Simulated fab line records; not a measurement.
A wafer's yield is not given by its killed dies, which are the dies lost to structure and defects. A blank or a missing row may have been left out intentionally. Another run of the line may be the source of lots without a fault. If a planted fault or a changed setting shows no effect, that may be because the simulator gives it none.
One fault through the eyes of 2 desks ; flow berkeleyCmos170 ; numbers are kept per desk, each desk with only its own; the story behind them comes last

## AT THE METROLOGY DESK
What the gauges read for every lot (on any tool): the sampled wafers with a number, averaged. A lot is out of limits, marked OUT, if its mean lies more than 4 standard deviations from the usual mean; the brackets give that distance.
Columns: A = PLDD_TW at UCB170_PLDD_TW_MEAS_11, usual 1004; B = cdNm at UCB170_NLDD_CD_MEAS_06, usual 1200.0 nm; C = NLDD_OVL at UCB170_NLDD_OVL_MEAS_07, usual -2 nm
lot;first seen here;A;B;C
L898;day 8 04:13;995;1200.5;-6
L900;day 9 00:14;1009;1198.4;-2
L899;day 9 00:36;1012;1200.3;-2
L902;day 9 13:15;1008;1197.9;2
L904;day 9 14:14;999;1201.6;-5
L911;day 10 15:43;992;1199.4;-6
L914;day 11 06:10;1010;1199.1;5
This desk found nothing out of limits on any of the 7 lots.

## TOOL OWNER'S DESK, implanter-03
For each lot that ran on this tool, the mean over its sampled wafers that have a number, from the tool's own readings at UCB170_NLDD_IMPLANT_08. A lot is out of limits, marked OUT, if its mean lies more than 4 standard deviations from the usual mean; the brackets give that distance.
Columns: A = beamEnergyKeV at UCB170_NLDD_IMPLANT_08, usual 30.000; B = endStationPressureTorr at UCB170_NLDD_IMPLANT_08, usual 5.1e-06 Torr
lot;first seen here;A;B
L898;day 8 05:49;30.004;5.3e-06
L900;day 9 01:50;29.992;4.9e-06
L899;day 9 02:41;28.987 (-99 or more) OUT;5.2e-06
L902;day 9 15:14;28.995 (-99 or more) OUT;5.0e-06
L904;day 9 17:45;28.983 (-99 or more) OUT;5.1e-06
Finding of this desk: L899, L902, L904 out of limits; the first was L899 at day 9 02:41, on beamEnergyKeV at UCB170_NLDD_IMPLANT_08. In limits: L898, L900.

## PUT TOGETHER
The tool owner's desk had the chance to raise an alarm at day 9 02:41 on L899, L902, L904.
Nothing out of limits was seen by the metrology desk.
The metrology desk has L899, L902, L904 on record, within its limits.
On implanter-03, each named lot ran UCB170_NLDD_IMPLANT_08.

## WHAT WAS PUT IN BY THE SIMULATOR
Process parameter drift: implanter-03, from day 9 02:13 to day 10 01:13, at UCB170_NLDD_IMPLANT_08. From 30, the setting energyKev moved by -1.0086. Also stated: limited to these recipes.
Shown lots that were struck: L899, L902, L904.
Delay in hours, fault start to first out-of-limits reading, by desk: the tool owner's desk at 0.
